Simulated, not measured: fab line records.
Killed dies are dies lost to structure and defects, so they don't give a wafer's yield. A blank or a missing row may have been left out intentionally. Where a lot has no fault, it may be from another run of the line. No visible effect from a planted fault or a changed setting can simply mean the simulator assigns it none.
fab line records	flow rit_cmos
record: lots: 6	wafers: 18	last_day: 7
route steps=202 shown PWELL@49 WELLDRIVE@50 NWELL@51 NRETRO@53 M1@202
lots untouched by any fault: they come from a run of this same line in which no faults occurred
start_h: the number of hours between the record's first day and the start of the first shown wafer of the lot	wait_h: hours since the lot's step before	" as in the row above	L1.1+2: one row covering several wafers at once	- no value, or no start given	* or withheld: withheld	< > ~ a bound
route shown NAME@n: names a module that has steps shown in the file, with the first one's number in the route	usual: average and standard deviation across the fault-free wafers	same: alike in all rows	chamber/n: place in a boat	sites: per-site readings	_std_site: how widely they spread, as a standard deviation	_edge_site: the outer-site mean with the inner-site mean subtracted	radius_mm: for every site, how far away it sits from the centre of the wafer	mask NAME#n: copy n	behind: the tool/chamber that last shaped the wafer	hold: what put the lot on hold/how long, in hours/how the hold closed	device: transistor that didn't switch, given as n, p or np	end of line: the tests these same wafers got at the end of their route	a step without rows: its recipe alone	killed: at the first sort, the dies lost to defects and structure; wafer yield is something else	map: a wafer's dies, x killed, . not, _ none there
set.NAME: the setting the step ran with; set.NAME@STEP: the setting that earlier step ran with	model.NAME: the simulator's own value behind a step, which no gauge read
certain route steps with their lots: each step a table, each wafer a row
services: a tool's chamber out of use, with start hour (start_h, from the record's first day; less than 0 if before it), hours out, and reason
== steps ==
step: RIT_PWELL_TW_MEAS_10
usual: PWELL_TW: 956/8.1
lot.wafer	tool	chamber	start_h	wait_h	PWELL_TW
L227.1	film_metro-04	-	47.53	0.1	951
L227.2	"	-	"	"	955
L227.6	"	-	"	"	955
L234.1	film_metro-04	-	82.63	0.1	956
L234.4	"	-	"	"	960
L234.5	"	-	"	"	955
L238.1	film_metro-04	-	102.51	0.1	950
L238.2	"	-	"	"	950
L238.3	"	-	"	"	951
L240.1	film_metro-04	-	118.86	0.1	952
L240.3	"	-	"	"	950
L240.5	"	-	"	"	952
L243.2	film_metro-01	-	131.25	0.1	966
L243.3	"	-	"	"	966
L243.5	"	-	"	"	958
L245.1	film_metro-02	-	139.11	0.1	939
L245.2	"	-	"	"	938
L245.3	"	-	"	"	941
step: RIT_WELLDRIVE_ANNEAL_00
recipe: temp_c: 1100	time_s: 14700	ambient: N2
step: RIT_WELLDRIVE_RS_MEAS_01
recipe: thk_meas_gauge: four-point-probe
usual: NWELL_RS: 275.2/0.77
lot.wafer	tool	chamber	start_h	wait_h	NWELL_RS[ohm/sq]
L227.1	film_metro-02	-	53.01	0.0	275.1
L227.2	"	-	"	"	276.0
L227.6	"	-	"	"	275.2
L234.1	film_metro-01	-	87.81	0.0	274.2
L234.4	"	-	"	"	275.3
L234.5	"	-	"	"	275.1
L238.1	film_metro-02	-	108.31	0.0	276.4
L238.2	"	-	"	"	276.7
L238.3	"	-	"	"	275.8
L240.1	film_metro-04	-	124.00	0.0	275.4
L240.3	"	-	"	"	275.9
L240.5	"	-	"	"	275.1
L243.2	film_metro-02	-	136.40	0.0	275.2
L243.3	"	-	"	"	275.2
L243.5	"	-	"	"	275.3
L245.1	film_metro-04	-	144.26	0.0	273.5
L245.2	"	-	"	"	273.3
L245.3	"	-	"	"	273.3
step: RIT_WELLDRIVE_RS_MEAS_02
recipe: thk_meas_gauge: four-point-probe
usual: PWELL_RS: 429.1/1.1
lot.wafer	tool	chamber	start_h	wait_h	PWELL_RS[ohm/sq]
L227.1	film_metro-02	-	53.13	0.1	429.7
L227.2	"	-	"	"	428.6
L227.6	"	-	"	"	428.8
L234.1	film_metro-01	-	87.93	0.1	430.3
L234.4	"	-	"	"	428.1
L234.5	"	-	"	"	429.7
L238.1	film_metro-02	-	108.43	0.1	429.6
L238.2	"	-	"	"	428.9
L238.3	"	-	"	"	430.4
L240.1	film_metro-04	-	124.12	0.1	428.3
L240.3	"	-	"	"	428.4
L240.5	"	-	"	"	427.4
L243.2	film_metro-02	-	136.52	0.1	430.4
L243.3	"	-	"	"	429.5
L243.5	"	-	"	"	430.3
L245.1	film_metro-04	-	144.38	0.1	428.6
L245.2	"	-	"	"	428.8
L245.3	"	-	"	"	427.4
step: RIT_NRETRO_HMDS_00
recipe: prime_time_s: 60	prime_temp_c: 140
step: RIT_NRETRO_COAT_01
recipe: resist: NOVOLAK	spin_rpm: 2000	resist_thk_nm: 1300
step: RIT_NRETRO_SOFTBAKE_02
recipe: resist: NOVOLAK	temp_c: 90	time_s: 60
step: RIT_NRETRO_EXPOSE_03
recipe: mask_id: M4	na: 0.57	target_cd_nm: 43900	dose_mj: 250
step: RIT_NRETRO_PEB_04
recipe: resist: NOVOLAK	temp_c: withheld	time_s: withheld
step: RIT_NRETRO_DEVELOP_05
recipe: resist: NOVOLAK	develop_time_s: 68	dev_temp_c: 23
step: RIT_NRETRO_OVL_MEAS_06
usual: NRETRO_OVL: 0.0/1.2
lot.wafer	tool	chamber	start_h	wait_h	NRETRO_OVL[nm]
L227.1	overlay-01	-	54.25	-	0.0
L227.2	"	-	"	"	1.3
L227.6	"	-	"	"	1.2
L234.1	overlay-01	-	89.19	-	-0.8
L234.4	"	-	"	"	0.3
L234.5	"	-	"	"	0.7
L238.1	overlay-01	-	109.43	-	0.4
L238.2	"	-	"	"	0.0
L238.3	"	-	"	"	-0.2
L240.1	overlay-01	-	125.12	-	-2.2
L240.3	"	-	"	"	0.4
L240.5	"	-	"	"	-1.5
L243.2	overlay-02	-	137.51	-	2.1
L243.3	"	-	"	"	2.6
L243.5	"	-	"	"	-1.2
L245.1	overlay-02	-	145.38	-	-2.3
L245.2	"	-	"	"	-1.0
L245.3	"	-	"	"	-1.2
step: RIT_NRETRO_HARDBAKE_07
recipe: resist: NOVOLAK	temp_c: 140	time_s: 120
step: RIT_NRETRO_IMPLANT_08
recipe: species: P	energy_kev: 70	dose_cm2: 1.023e+13	tilt_deg: 7
usual: beam_energy_keV: 70.002/0.022
lot.wafer	tool	chamber	start_h	wait_h	beam_energy_keV	model.implant.rp_nm	model.implant.drp_nm
L227.1	implanter-04	0	54.54	0.2	69.992	83.66	33.94
L227.2	"	0	"	"	69.975	83.66	33.94
L227.6	"	0	"	"	69.990	83.66	33.94
L234.1	implanter-03	0	89.47	0.2	70.000	82.63	33.94
L234.4	"	0	"	"	69.999	82.63	33.94
L234.5	"	0	"	"	69.966	82.63	33.94
L238.1	implanter-03	0	109.72	0.2	45.511	55.72	23.6
L238.2	"	0	"	"	45.513	55.72	23.6
L238.3	"	0	"	"	45.500	55.72	23.6
L240.1	implanter-03	0	125.41	0.2	45.491	55.71	23.6
L240.3	"	0	"	"	45.492	55.71	23.6
L240.5	"	0	"	"	45.510	55.71	23.6
L243.2	implanter-04	0	137.81	0.2	70.001	85.15	33.94
L243.3	"	0	"	"	69.986	85.15	33.94
L243.5	"	0	"	"	69.986	85.15	33.94
L245.1	implanter-04	0	145.66	0.2	69.983	86.69	33.94
L245.2	"	0	"	"	70.013	86.69	33.94
L245.3	"	0	"	"	70.029	86.69	33.94
step: RIT_NRETRO_STRIP_09
recipe: chemistry: O2	time_s: 180	resist: NOVOLAK	platen_temp_c: withheld	power_w: 500	pressure_mtorr: 4000	o2_flow_sccm: 4000
usual: chamber_pressure_mTorr: 4000/3.9	drypump_motor_current_A: 5.5/0.34
lot.wafer	tool	chamber	start_h	wait_h	chamber_pressure_mTorr	drypump_motor_current_A	rf_hours_counter_h
L227.1	plasma_asher-04	1	54.69	0.1	3997	5.0	43
L227.2	"	0	"	"	4005	5.5	43
L227.6	"	1	"	"	3996	4.9	-
L234.1	plasma_asher-01	0	89.62	0.1	3995	5.6	45
L234.4	"	1	"	"	4002	6.0	-
L234.5	"	1	"	"	3996	6.0	-
L238.1	plasma_asher-04	1	109.87	0.1	3998	4.9	49
L238.2	"	0	"	"	3999	5.5	49
L238.3	"	1	"	"	4006	4.9	-
L240.1	plasma_asher-04	1	125.56	0.1	3996	5.0	51
L240.3	"	1	"	"	4002	5.0	-
L240.5	"	1	"	"	3994	5.0	-
L243.2	plasma_asher-04	0	137.94	0.1	4000	5.5	52
L243.3	"	1	"	"	3990	5.0	-
L243.5	"	1	"	"	4002	5.0	-
L245.1	plasma_asher-02	0	145.81	0.1	4002	5.7	50
L245.2	"	1	"	"	4001	5.8	50
L245.3	"	1	"	"	3996	5.8	-
step: RIT_NRETRO_TW_MEAS_10
usual: NRETRO_TW: 1051/9.3
lot.wafer	tool	chamber	start_h	wait_h	hold	NRETRO_TW
L227.1	film_metro-04	-	54.86	0.1	-	1065
L227.2	"	-	"	"	-	1066
L227.6	"	-	"	"	-	1064
L234.1	film_metro-03	-	89.80	0.1	-	1054
L234.4	"	-	"	"	-	1052
L234.5	"	-	"	"	-	1051
L238.1	film_metro-02	-	110.04	0.1	await_dispo/0.2h/release	940
L238.2	"	-	"	"	await_dispo/0.2h/release	937
L238.3	"	-	"	"	await_dispo/0.2h/release	937
L238.1	film_metro-02	-	110.27	0.2	-	941
L238.2	"	-	"	"	-	937
L238.3	"	-	"	"	-	939
L240.1	film_metro-03	-	125.76	0.1	await_dispo/0.2h/release	932
L240.3	"	-	"	"	await_dispo/0.2h/release	934
L240.5	"	-	"	"	await_dispo/0.2h/release	934
L240.1	film_metro-03	-	125.99	0.2	-	935
L240.3	"	-	"	"	-	932
L240.5	"	-	"	"	-	936
L243.2	film_metro-04	-	138.12	0.1	-	1072
L243.3	"	-	"	"	-	1067
L243.5	"	-	"	"	-	1066
L245.1	film_metro-02	-	145.99	0.1	-	1049
L245.2	"	-	"	"	-	1046
L245.3	"	-	"	"	-	1046
step: RIT_M1_PROBE_99
usual: killed_at_contacts: 0.1/0.25	killed_at_front_end: 7.1/2.9	killed_dies: 7.2/2.9	killed_open: 3.6/1.9	killed_short: 3.5/1.9
same: gross_dies: 264	killed_at_M0_to_M3: 0	killed_at_M4_up: 0	killed_at_back_side: 0	killed_at_other: 0
lot.wafer	tool	chamber	start_h	wait_h	killed_at_contacts	killed_at_front_end	killed_dies	killed_open	killed_short
L238.1	prober-01	-	141.12	0.1	0	9	9	2	7
L238.2	prober-01	-	141.17	0.1	0	4	4	3	1
L238.3	prober-01	-	141.22	0.2	0	2	2	1	1
L240.1	prober-01	-	159.39	0.1	1	8	9	4	5
L240.3	prober-01	-	159.49	0.2	0	9	9	5	4
L240.5	prober-01	-	159.59	0.2	0	14	14	4	10
L243.2	prober-02	-	165.09	0.1	0	12	12	9	3
L243.3	prober-02	-	165.14	0.2	0	5	5	3	2
L243.5	prober-02	-	165.24	0.2	0	7	7	3	4
killed by level:class
L238.1 SPACER:geometric_particle:short=3 FOX1:geometric_particle:open=2 FOX2:geometric_particle:short=2 GATE:geometric_particle:short=2
L238.2 GATE:geometric_particle:open=2 SPACER:geometric_particle:open=1 SPACER:geometric_particle:short=1
L238.3 GATE:geometric_particle:open=1 SPACER:geometric_particle:short=1
L240.1 FOX1:geometric_particle:open=1 FOX1:geometric_particle:short=1 FOX2:geometric_particle:short=1 GATE:geometric_particle:open=1 REOX:geometric_particle:short=1 SPACER:geometric_particle:open=1 SILICIDE:geometric_particle:short=1 SILICIDE:geometric_particle:open=1
L240.3 GATE:geometric_particle:short=3 FOX1:geometric_particle:open=2 GATE:geometric_particle:open=2 SPACER:geometric_particle:open=1 SPACER:geometric_particle:short=1
L240.5 SPACER:geometric_particle:short=4 GATE:geometric_particle:short=3 GATE:geometric_particle:open=2 REOX:geometric_particle:short=2 FOX1:geometric_particle:short=1 FOX2:geometric_particle:open=1 SILICIDE:geometric_particle:open=1
L243.2 FOX1:geometric_particle:open=3 SILICIDE:geometric_particle:open=3 GATE:geometric_particle:short=2 GATE:geometric_particle:open=2 FOX2:geometric_particle:open=1 SILICIDE:geometric_particle:short=1
L243.3 GATE:geometric_particle:open=2 FOX2:geometric_particle:short=1 GATE:geometric_particle:short=1 SILICIDE:geometric_particle:open=1
L243.5 FOX1:geometric_particle:short=2 GATE:geometric_particle:open=2 FOX2:geometric_particle:open=1 GATE:geometric_particle:short=1 SILICIDE:geometric_particle:short=1
== services ==
tool	chamber	start_h	hours	kind
plasma_asher-01	-	34.24	5.5	repair
plasma_asher-04	-	52.02	1.9	repair
implanter-03	-	86.57	2.8	repair
plasma_asher-01	-	108.75	9.0	pm
plasma_asher-01	0	108.75	9.0	vent_cycle
plasma_asher-01	1	108.75	9.0	vent_cycle
plasma_asher-02	-	109.32	2.8	pm
plasma_asher-01	0	117.75	-	clean
plasma_asher-01	1	117.75	-	clean
== key ==
first_sign: step: RIT_NRETRO_IMPLANT_08	reading: beam_energy_keV	direction: down	sigmas: 99+	usual: 70.002	struck: 45.503
effect: step: RIT_NRETRO_TW_MEAS_10	reading: visit	direction: added
effect: step: RIT_NRETRO_TW_MEAS_10	reading: NRETRO_TW	direction: down	sigmas: 13	usual: 1051	struck: 936
model_effect: step: RIT_NRETRO_IMPLANT_08	value: implant.rp_nm	without: 86.26	struck: 55.72
met_at RIT_NRETRO_IMPLANT_08
struck_wafers L238.1,L238.2,L238.3,L240.1,L240.3,L240.5
tester_left_out L238,L240
onset_between 89.47 109.72
fault: kind: process_parameter_drift	tool: implanter-03	chamber: -	onset_h: 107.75	steps: RIT_NRETRO_IMPLANT_08	channel: energy_kev	offset: -24.5	shape: step	end_h: 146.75	acts_in: these_recipes_only	stated: 70
tester_left_out: of these lots the tester's yield and bins aren't shown, on N5 and GAA mostly nor the transistor test; their killed dies are dies lost to structure and defects alone, not to doping, threshold or leakage, so they don't give the yield
